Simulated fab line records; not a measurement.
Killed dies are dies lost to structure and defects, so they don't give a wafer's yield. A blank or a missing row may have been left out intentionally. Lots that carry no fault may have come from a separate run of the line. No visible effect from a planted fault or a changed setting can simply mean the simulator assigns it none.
2 desks, one fault    flow berkeley cmos170    each desk has only its own numbers; what lay behind them comes last

== FOR THE TOOL OWNER'S DESK: rie metal-04 ==
The tool's own readings at UCB170_M1_METAL_ETCH_12 (etches Al in Cl2/BCl3, stops on PSG, target depth 780 nm, time 130 s): means of the sampled wafers that have a number, for each lot that ran on this tool. Marked OUT: a lot whose mean sits more than 4 standard deviations from the usual mean, which makes it out of limits; the brackets give that distance.
Columns: A = drypump motor current A at UCB170_M1_METAL_ETCH_12, usual 5.9 A; B = oes product au at UCB170_M1_METAL_ETCH_12, usual 0.851 a.u.; C = throttle valve pct at UCB170_M1_METAL_ETCH_12, usual 24.38 %
lot   first seen here  A    B      C
L526  day 7 15:54      5.4  0.852  24.37
L531  day 8 20:56      5.3  0.858  24.46
L534  day 9 17:29      5.3  0.851  24.47
L538  day 9 23:55      5.3  0.857  24.46
L543  day 11 03:37     5.4  0.868  24.37
L541  day 11 05:11     5.4  0.866  24.37
Result from this desk: across the 6 lots, nothing is out of limits.

== FROM THE METROLOGY DESK ==
Lot by lot, what the gauges showed, no matter which tool ran the lot: averages of those sampled wafers that carry a number. Marked OUT: a lot whose mean sits more than 4 standard deviations from the usual mean, which makes it out of limits; the brackets give that distance.
Columns: A = M1_AL_THK at UCB170_M1_THK_MEAS_02, usual 594 nm; B = V1_TEOS_THK at UCB170_V1_THK_MEAS_01, usual 2008 nm
lot   first seen here  A    B
L526  day 7 14:25      604  2019
L529  day 7 18:55      591  2011
L530  day 8 08:06      607  2010
L532  day 8 19:14      594  2030
L531  day 8 19:33      594  2001
L533  day 8 19:44      592  2022
L537  day 9 15:41      598  1990
L534  day 9 16:04      588  1972
L538  day 9 22:41      600  2013
L544  day 11 00:17     596  1990
L543  day 11 02:25     600  2025
L545  day 11 02:34     591  2000
L541  day 11 04:05     592  2019
L546  day 11 04:18     601  2028
Result from this desk: across the 14 lots, nothing is out of limits.

== BROUGHT TOGETHER ==
Nothing out of limits was seen by the tool owner's desk.
At the metrology desk, nothing out of limits was observed.

== WHAT THE SIMULATOR HAD INSERTED ==
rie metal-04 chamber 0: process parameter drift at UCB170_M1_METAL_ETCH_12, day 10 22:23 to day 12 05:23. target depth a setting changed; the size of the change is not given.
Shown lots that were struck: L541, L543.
